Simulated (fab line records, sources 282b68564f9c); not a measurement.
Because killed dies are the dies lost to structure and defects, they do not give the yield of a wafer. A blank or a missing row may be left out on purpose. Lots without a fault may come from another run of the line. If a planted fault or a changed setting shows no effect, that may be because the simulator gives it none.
fab line records ; flow rit-cmos
record lots=14; wafers=42; last-day=7
route steps=202 shown ACTIVE@2 NRETRO@59 NSD@158 M1@198
lots untouched by any fault: they come from a run of this same line in which no faults occurred
start-h: the number of hours between the record's first day and the start of the first shown wafer of the lot ; wait-h: time in hours since the lot's previous step ; " same as the row above ; L1.1+2: several wafers, shown together as one row ; - either no value or no given start ; * or withheld: withheld ; < > ~ a bound
route shown NAME@n: a module of which the file shows steps, and the number in the route of the first ; usual: the fault-free wafers' mean and standard deviation ; same: alike in all rows ; chamber/n: place in a boat ; sites: the reading at each site ; _std_site: how widely they spread, as a standard deviation ; _edge_site: outer sites' mean less inner sites' ; radius-mm: how far each site lies from the wafer's centre ; mask NAME#n: copy n ; behind: the most recent tool/chamber to have shaped the wafer ; hold: cause of the lot's hold/its duration in hours/its outcome ; device: names the non-switching transistor (n, p or np) ; end of line: at the end of the route, the tests of the same wafers ; a step with no rows: only its recipe ; killed: dies that structure and defects cost at the first sort, which is not the same as the wafer's yield ; map: a wafer's dies, marking killed ones x, the rest . and places with no die _
set.NAME: the run value of the setting; set.NAME@STEP: its run value at that earlier step ; model.NAME: the simulator's own value behind a step, which no gauge read
route steps across a sampled set of lots; one table per step, one row per wafer
services: when a tool's chamber went out of use (start-h, in hours from the record's first day, below 0 if earlier), for how many hours, and the reason
## steps
# step RIT_ACTIVE_OXIDATION_01
# recipe temp-c=1000; ambient=O2; target-thk-a=468; ox-time-s=3360
# usual spike-tc-centre-C=1001.7/1.4; spike-tc-load-C=1027/4.2; spike-tc-source-C=1026.9/1.9; tube-center-temp-C=1000/0.088; tube_center_temp_C_max=1002.6/0.4
lot.wafer;tool;chamber;start-h;wait-h;spike-tc-centre-C;spike-tc-load-C;spike-tc-source-C;tube-center-temp-C;tube_center_temp_C_max
L212.1;furnace-03;0;11.18;1.2;1003.6;1027;1028.9;1000.2;1002.4
L212.2;furnace-03;0;11.18;1.2;1003.8;1026;1027.6;1000.1;1003.0
L212.4;furnace-03;0;11.18;1.2;1003.0;1026;1028.1;1000;1002.4
L213.1;furnace-01;0;15.98;1.0;1001.5;1031;1024.1;999.95;1002.3
L213.4;furnace-01;0;15.98;1.0;1000.3;1030;1025.1;1000.1;1002.6
L213.6;furnace-01;0;15.98;1.0;1001.1;1031;1025.7;999.83;1002.5
L214.2;furnace-01;0;20.19;0.1;1002.2;1029;1025.0;1000;1002.7
L214.3;furnace-01;0;20.19;0.1;1000.1;1031;1025.4;1000;1002.6
L214.5;furnace-01;0;20.19;0.1;1001.2;1030;1026.5;999.93;1002.8
L217.1;furnace-01;0;36.28;1.3;1000.4;1031;1022.6;999.97;1002.7
L217.2;furnace-01;0;36.28;1.3;1000.4;1031;1023.0;999.92;1002.4
L217.4;furnace-01;0;36.28;1.3;999.5;1032;1026.3;1000.1;1002.9
L219.4;furnace-01;0;45.51;0.4;999.6;1030;1025.4;999.93;1003.2
L219.5;furnace-01;0;45.51;0.4;1002.2;1030;1024.7;1000.1;1002.9
L219.6;furnace-01;0;45.51;0.4;1000.8;1032;1023.9;999.9;1002.9
L220.2;furnace-04;0;50.39;0.4;1000.3;1019;1027.0;1000;1002.4
L220.3;furnace-04;0;50.39;0.4;1000.0;1018;1026.7;1000.2;1002.6
L220.4;furnace-04;0;50.39;0.4;999.6;1020;1026.4;999.97;1002.8
L223.3;furnace-03;0;65.12;0.1;1002.1;1025;1030.0;999.98;1002.8
L223.4;furnace-03;0;65.12;0.1;1002.5;1025;1029.1;1000.1;1002.4
L223.5;furnace-03;0;65.12;0.1;1001.6;1028;1028.8;999.94;1002.1
L224.2;furnace-01;0;70.12;0.1;999.8;1031;1025.2;999.86;1001.8
L224.3;furnace-01;0;70.12;0.1;1001.3;1032;1023.1;1000;1002.4
L224.4;furnace-01;0;70.12;0.1;1002.1;1028;1024.2;999.95;1002.6
L228.3;furnace-03;0;90.12;0.1;1002.9;1027;1027.3;999.97;1002.0
L228.5;furnace-03;0;90.12;0.1;1001.4;1024;1028.9;1000;1002.3
L228.6;furnace-03;0;90.12;0.1;1003.3;1025;1029.2;999.93;1002.8
L229.1;furnace-01;0;96.29;1.3;1012.3;1044;1036.7;1000;1002.8
L229.3;furnace-01;0;96.29;1.3;1013.8;1043;1040.3;999.83;1001.8
L229.6;furnace-01;0;96.29;1.3;1014.2;1045;1038.2;999.93;1002.0
L231.2;furnace-01;0;106.00;1.0;1014.0;1042;1037.3;1000;1003.2
L231.5;furnace-01;0;106.00;1.0;1015.3;1043;1036.8;1000.1;1002.5
L231.6;furnace-01;0;106.00;1.0;1014.8;1044;1037.7;1000.1;1002.5
L232.1;furnace-03;0;110.12;0.1;1001.7;1026;1028.9;999.9;1001.9
L232.3;furnace-03;0;110.12;0.1;1003.5;1026;1029.5;999.98;1002.7
L232.4;furnace-03;0;110.12;0.1;1002.9;1024;1029.1;1000;1002.6
L234.4;furnace-03;0;120.12;0.0;1001.2;1026;1027.5;1000;1002.2
L234.5;furnace-03;0;120.12;0.0;1004.4;1025;1028.0;1000;1002.1
L234.6;furnace-03;0;120.12;0.0;1002.3;1026;1029.2;999.89;1002.7
L235.1;furnace-04;0;125.76;0.7;1001.0;1019;1027.9;1000.1;1002.7
L235.4;furnace-04;0;125.76;0.7;1001.8;1021;1027.8;1000;1002.4
L235.5;furnace-04;0;125.76;0.7;1000.9;1018;1026.8;999.89;1002.8
# step RIT_ACTIVE_THK_MEAS_02
# recipe reads=SiO2_of_ACTIVE_OXIDATION_01
# usual ACTIVE_OXIDE_THK=46.6/0.99
lot.wafer;tool;chamber;start-h;wait-h;hold;ACTIVE_OXIDE_THK[nm]
L212.1;film-metro-01;-;13.11;0.0;-;45.0
L212.2;film-metro-01;-;13.11;0.0;-;44.9
L212.4;film-metro-01;-;13.11;0.0;-;45.5
L213.1;film-metro-01;-;17.91;0.0;-;47.9
L213.4;film-metro-01;-;17.91;0.0;-;47.8
L213.6;film-metro-01;-;17.91;0.0;-;47.3
L214.2;film-metro-04;-;22.13;0.0;-;46.8
L214.3;film-metro-04;-;22.13;0.0;-;46.7
L214.5;film-metro-04;-;22.13;0.0;-;46.5
L217.1;film-metro-01;-;38.22;0.0;-;47.6
L217.2;film-metro-01;-;38.22;0.0;-;47.8
L217.4;film-metro-01;-;38.22;0.0;-;47.3
L219.4;film-metro-04;-;47.47;0.0;-;46.0
L219.5;film-metro-04;-;47.47;0.0;-;45.6
L219.6;film-metro-04;-;47.47;0.0;-;45.6
L220.2;film-metro-04;-;52.34;0.0;-;47.0
L220.3;film-metro-04;-;52.34;0.0;-;47.0
L220.4;film-metro-04;-;52.34;0.0;-;46.8
L223.3;film-metro-01;-;67.08;0.0;-;46.7
L223.4;film-metro-01;-;67.08;0.0;-;47.4
L223.5;film-metro-01;-;67.08;0.0;-;47.4
L224.2;film-metro-03;-;72.06;0.0;-;47.0
L224.3;film-metro-03;-;72.06;0.0;-;46.7
L224.4;film-metro-03;-;72.06;0.0;-;46.8
L228.3;film-metro-04;-;92.07;0.0;-;47.1
L228.5;film-metro-04;-;92.07;0.0;-;46.5
L228.6;film-metro-04;-;92.07;0.0;-;47.6
L229.1;film-metro-03;-;98.23;0.0;await-dispo/0.2h/release;52.0
L229.3;film-metro-03;-;98.23;0.0;await-dispo/0.2h/release;51.9
L229.6;film-metro-03;-;98.23;0.0;await-dispo/0.2h/release;52.0
L229.1;film-metro-03;-;98.45;0.2;-;52.1
L229.3;film-metro-03;-;98.45;0.2;-;51.9
L229.6;film-metro-03;-;98.45;0.2;-;52.0
L231.2;film-metro-03;-;107.94;0.0;await-dispo/0.2h/release;51.5
L231.5;film-metro-03;-;107.94;0.0;await-dispo/0.2h/release;50.9
L231.6;film-metro-03;-;107.94;0.0;await-dispo/0.2h/release;51.0
L231.2;film-metro-03;-;108.17;0.2;-;51.5
L231.5;film-metro-03;-;108.17;0.2;-;50.8
L231.6;film-metro-03;-;108.17;0.2;-;51.0
L232.1;film-metro-03;-;112.05;0.0;-;46.7
L232.3;film-metro-03;-;112.05;0.0;-;46.6
L232.4;film-metro-03;-;112.05;0.0;-;46.6
L234.4;film-metro-01;-;122.08;0.0;-;47.4
L234.5;film-metro-01;-;122.08;0.0;-;47.5
L234.6;film-metro-01;-;122.08;0.0;-;47.6
L235.1;film-metro-01;-;127.69;0.0;-;46.9
L235.4;film-metro-01;-;127.69;0.0;-;46.5
L235.5;film-metro-01;-;127.69;0.0;-;46.8
# step RIT_NRETRO_OVL_MEAS_06
# usual NRETRO_OVL=-0.1/1.4
lot.wafer;tool;chamber;start-h;wait-h;NRETRO_OVL[nm]
L212.1;overlay-02;-;32.09;-;0.6
L212.2;overlay-02;-;32.09;-;0.9
L212.4;overlay-02;-;32.09;-;1.0
L213.1;overlay-01;-;38.25;-;1.1
L213.4;overlay-01;-;38.25;-;0.4
L213.6;overlay-01;-;38.25;-;0.1
L214.2;overlay-01;-;43.47;-;-1.8
L214.3;overlay-01;-;43.47;-;-2.0
L214.5;overlay-01;-;43.47;-;-1.9
L217.1;overlay-02;-;56.82;-;0.9
L217.2;overlay-02;-;56.82;-;1.4
L217.4;overlay-02;-;56.82;-;-0.4
L219.4;overlay-01;-;64.78;-;-2.6
L219.5;overlay-01;-;64.78;-;-1.5
L219.6;overlay-01;-;64.78;-;-0.2
L220.2;overlay-01;-;70.93;-;0.1
L220.3;overlay-01;-;70.93;-;-1.6
L220.4;overlay-01;-;70.93;-;0.2
L223.3;overlay-01;-;85.35;-;1.6
L223.4;overlay-01;-;85.35;-;0.4
L223.5;overlay-01;-;85.35;-;-0.2
L224.2;overlay-01;-;90.47;-;-2.0
L224.3;overlay-01;-;90.47;-;-0.9
L224.4;overlay-01;-;90.47;-;-1.6
L228.3;overlay-02;-;111.17;-;3.1
L228.5;overlay-02;-;111.17;-;1.6
L228.6;overlay-02;-;111.17;-;1.5
L229.1;overlay-01;-;121.01;-;1.0
L229.3;overlay-01;-;121.01;-;1.3
L229.6;overlay-01;-;121.01;-;0.8
L232.1;overlay-01;-;130.93;-;-0.9
L232.3;overlay-01;-;130.93;-;-0.6
L232.4;overlay-01;-;130.93;-;0.4
L231.2;overlay-01;-;134.51;-;-0.2
L231.5;overlay-01;-;134.51;-;-0.1
L231.6;overlay-01;-;134.51;-;0.6
L234.4;overlay-02;-;140.48;-;-0.8
L234.5;overlay-02;-;140.48;-;-0.5
L234.6;overlay-02;-;140.48;-;0.9
L235.1;overlay-01;-;145.42;-;1.0
L235.4;overlay-01;-;145.42;-;0.6
L235.5;overlay-01;-;145.42;-;-0.7
# step RIT_SDANNEAL_RS_MEAS_05
# recipe thk-meas-gauge=four-point-probe
# usual NSD_RS=84.5/0.31
lot.wafer;tool;chamber;start-h;wait-h;NSD_RS[ohm/sq]
L212.1;film-metro-01;-;54.77;0.1;84.9
L212.2;film-metro-01;-;54.77;0.1;84.3
L212.4;film-metro-01;-;54.77;0.1;84.6
L213.1;film-metro-01;-;60.42;0.1;84.4
L213.4;film-metro-01;-;60.42;0.1;84.9
L213.6;film-metro-01;-;60.42;0.1;84.7
L214.2;film-metro-04;-;65.04;0.1;84.9
L214.3;film-metro-04;-;65.04;0.1;84.6
L214.5;film-metro-04;-;65.04;0.1;84.7
L217.1;film-metro-01;-;78.99;0.1;84.8
L217.2;film-metro-01;-;78.99;0.1;84.7
L217.4;film-metro-01;-;78.99;0.1;84.9
L219.4;film-metro-04;-;85.45;0.1;84.2
L219.5;film-metro-04;-;85.45;0.1;84.0
L219.6;film-metro-04;-;85.45;0.1;84.0
L220.2;film-metro-03;-;94.56;0.1;84.7
L220.3;film-metro-03;-;94.56;0.1;84.7
L220.4;film-metro-03;-;94.56;0.1;85.0
L223.3;film-metro-01;-;105.77;0.1;84.7
L223.4;film-metro-01;-;105.77;0.1;84.6
L223.5;film-metro-01;-;105.77;0.1;84.8
L224.2;film-metro-01;-;115.08;0.1;84.3
L224.3;film-metro-01;-;115.08;0.1;84.3
L224.4;film-metro-01;-;115.08;0.1;84.2
L228.3;film-metro-03;-;134.85;0.1;84.3
L228.5;film-metro-03;-;134.85;0.1;84.1
L228.6;film-metro-03;-;134.85;0.1;84.1
L229.1;film-metro-04;-;143.36;0.1;84.5
L229.3;film-metro-04;-;143.36;0.1;84.6
L229.6;film-metro-04;-;143.36;0.1;84.8
L232.1;film-metro-01;-;154.95;0.1;84.3
L232.3;film-metro-01;-;154.95;0.1;84.6
L232.4;film-metro-01;-;154.95;0.1;84.5
L231.2;film-metro-04;-;159.15;0.1;84.4
L231.5;film-metro-04;-;159.15;0.1;84.4
L231.6;film-metro-04;-;159.15;0.1;84.1
L234.4;film-metro-01;-;163.09;0.1;84.0
L234.5;film-metro-01;-;163.09;0.1;83.8
L234.6;film-metro-01;-;163.09;0.1;84.1
L235.1;film-metro-04;-;166.18;0.1;84.5
L235.4;film-metro-04;-;166.18;0.1;84.1
L235.5;film-metro-04;-;166.18;0.1;84.3
# step RIT_M1_STRIP_14
# recipe chemistry=O2; time-s=180; platen-temp-c=withheld; power-w=500; pressure-mtorr=4000; o2-flow-sccm=4000
# usual drypump-motor-current-A=5.9/0.41
lot.wafer;tool;chamber;start-h;wait-h;drypump-motor-current-A;rf-hours-counter-h
L212.1;plasma-asher-02;0;60.04;0.0;6.4;42
L212.2;plasma-asher-02;1;60.04;0.0;5.9;42
L212.4;plasma-asher-02;1;60.04;0.0;5.9;-
L213.1;plasma-asher-04;1;65.81;0.0;5.5;41
L213.4;plasma-asher-04;1;65.81;0.0;5.5;-
L213.6;plasma-asher-04;1;65.81;0.0;5.6;-
L214.2;plasma-asher-04;1;70.50;0.0;5.5;41
L214.3;plasma-asher-04;1;70.50;0.0;5.5;-
L214.5;plasma-asher-04;1;70.50;0.0;5.5;-
L217.1;plasma-asher-02;0;84.37;0.0;6.3;45
L217.2;plasma-asher-02;1;84.37;0.0;5.9;45
L217.4;plasma-asher-02;0;84.37;0.0;6.3;-
L219.4;plasma-asher-02;0;90.77;0.1;6.3;-
L219.5;plasma-asher-02;0;90.77;0.1;6.3;-
L219.6;plasma-asher-02;1;90.77;0.1;6.0;-
L220.2;plasma-asher-02;0;99.99;0.0;6.3;46
L220.3;plasma-asher-02;0;99.99;0.0;6.3;-
L220.4;plasma-asher-02;1;99.99;0.0;5.9;-
L223.3;plasma-asher-02;0;111.09;0.1;6.3;-
L223.4;plasma-asher-02;1;111.09;0.1;5.9;-
L223.5;plasma-asher-02;1;111.09;0.1;5.9;-
L224.2;plasma-asher-02;1;120.59;0.0;5.9;49
L224.3;plasma-asher-02;1;120.59;0.0;5.9;-
L224.4;plasma-asher-02;0;120.59;0.0;6.3;-
L228.3;plasma-asher-01;1;140.56;0.1;6.3;-
L228.5;plasma-asher-01;1;140.56;0.1;6.3;-
L228.6;plasma-asher-01;0;140.56;0.1;5.0;-
L229.1;plasma-asher-02;0;148.57;0.0;6.4;51
L229.3;plasma-asher-02;0;148.57;0.0;6.3;-
L229.6;plasma-asher-02;1;148.57;0.0;6.0;-
L232.1;plasma-asher-02;0;160.29;0.0;6.3;53
L232.3;plasma-asher-02;1;160.29;0.0;5.9;-
L232.4;plasma-asher-02;0;160.29;0.0;6.3;-
L231.2;plasma-asher-02;0;164.34;0.0;6.4;52
L231.5;plasma-asher-02;0;164.34;0.0;6.3;-
L231.6;plasma-asher-02;1;164.34;0.0;5.9;-
L234.4;plasma-asher-04;0;168.55;0.1;6.2;-
L234.5;plasma-asher-04;1;168.55;0.1;5.5;-
L234.6;plasma-asher-04;0;168.55;0.1;6.2;-
L235.1;plasma-asher-01;1;171.77;0.0;6.2;55
L235.4;plasma-asher-01;0;171.77;0.0;5.1;-
L235.5;plasma-asher-01;0;171.77;0.0;5.1;-
# step RIT_M1_PROBE_99
# usual killed-at-contacts=0.1/0.24; killed-at-front-end=7/3.2; killed-dies=7/3.2; killed-open=3.6/2.1; killed-short=3.5/2
# same gross-dies=264; killed_at_M0_to_M3=0; killed_at_M4_up=0; killed-at-back-side=0; killed-at-other=0
lot.wafer;tool;chamber;start-h;wait-h;killed-at-contacts;killed-at-front-end;killed-dies;killed-open;killed-short
L229.1;prober-01;-;150.49;0.1;0;5;5;2;3
L229.3;prober-01;-;150.59;0.2;0;4;4;1;3
L229.6;prober-01;-;150.74;0.2;0;11;11;5;6
L231.2;prober-01;-;166.31;0.1;0;9;9;4;5
L231.5;prober-01;-;166.46;0.2;1;4;5;4;1
L231.6;prober-01;-;166.51;0.2;0;7;7;1;6
# killed by level:class
L229.1 REOX:geometric-particle:short=2 FOX1:geometric-particle:open=1 FOX1:geometric-particle:short=1 REOX:geometric-particle:open=1
L229.3 FOX2:geometric-particle:short=2 FOX1:geometric-particle:open=1 FOX1:geometric-particle:short=1
L229.6 REOX:geometric-particle:short=3 FOX1:geometric-particle:open=2 GATE:geometric-particle:short=2 REOX:geometric-particle:open=2 FOX1:geometric-particle:short=1 GATE:geometric-particle:open=1
L231.2 GATE:geometric-particle:short=3 GATE:geometric-particle:open=2 SILICIDE:geometric-particle:open=2 FOX2:geometric-particle:short=1 SILICIDE:geometric-particle:short=1
L231.5 GATE:geometric-particle:open=2 FOX2:geometric-particle:open=1 FOX2:geometric-particle:short=1 CONTACT:geometric-particle:open=1
L231.6 GATE:geometric-particle:short=3 SILICIDE:geometric-particle:short=2 FOX1:geometric-particle:short=1 GATE:geometric-particle:open=1
## services
tool;chamber;start-h;hours;kind
furnace-01;-;-5.40;5.2;pm
plasma-asher-04;-;-0.35;28.1;pm
furnace-01;-;22.12;3.6;pm
furnace-04;-;28.30;3.6;pm
plasma-asher-02;-;33.44;0.7;repair
plasma-asher-04;-;108.75;9.0;pm
plasma-asher-04;0;108.75;9.0;vent-cycle
plasma-asher-04;1;108.75;9.0;vent-cycle
plasma-asher-04;0;117.75;-;clean
plasma-asher-04;1;117.75;-;clean
furnace-03;-;132.80;3.2;pm
plasma-asher-04;-;135.38;1.3;repair
plasma-asher-04;-;138.57;1.2;repair
## key
first-sign step=RIT_ACTIVE_OXIDATION_01; reading=spike-tc-centre-C; direction=up; sigmas=8.8; usual=1001.7; struck=1014.1
effect step=RIT_ACTIVE_OXIDATION_01; reading=spike-tc-source-C; direction=up; sigmas=5.8; usual=1026.9; struck=1037.8
effect step=RIT_ACTIVE_THK_MEAS_02; reading=visit; direction=added
met-at RIT_ACTIVE_OXIDATION_01
struck-lots L229,L231
tester-left-out L229,L231
not-acting-at RIT_NRETRO_OVL_MEAS_06,RIT_SDANNEAL_RS_MEAS_05,RIT_M1_STRIP_14
onset-between 70.12 96.29
fault kind=process-parameter-drift; tool=furnace-01; chamber=-; onset-h=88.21; steps=RIT_ACTIVE_OXIDATION_01; channel=temp-c; offset=*; shape=step; end-h=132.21; acts-in=*; stated=*
# tester-left-out: of these lots the tester's yield and bins aren't shown, on N5 and GAA mostly nor the transistor test; their killed dies are dies lost to structure and defects alone, not to doping, threshold or leakage, so they don't give the yield
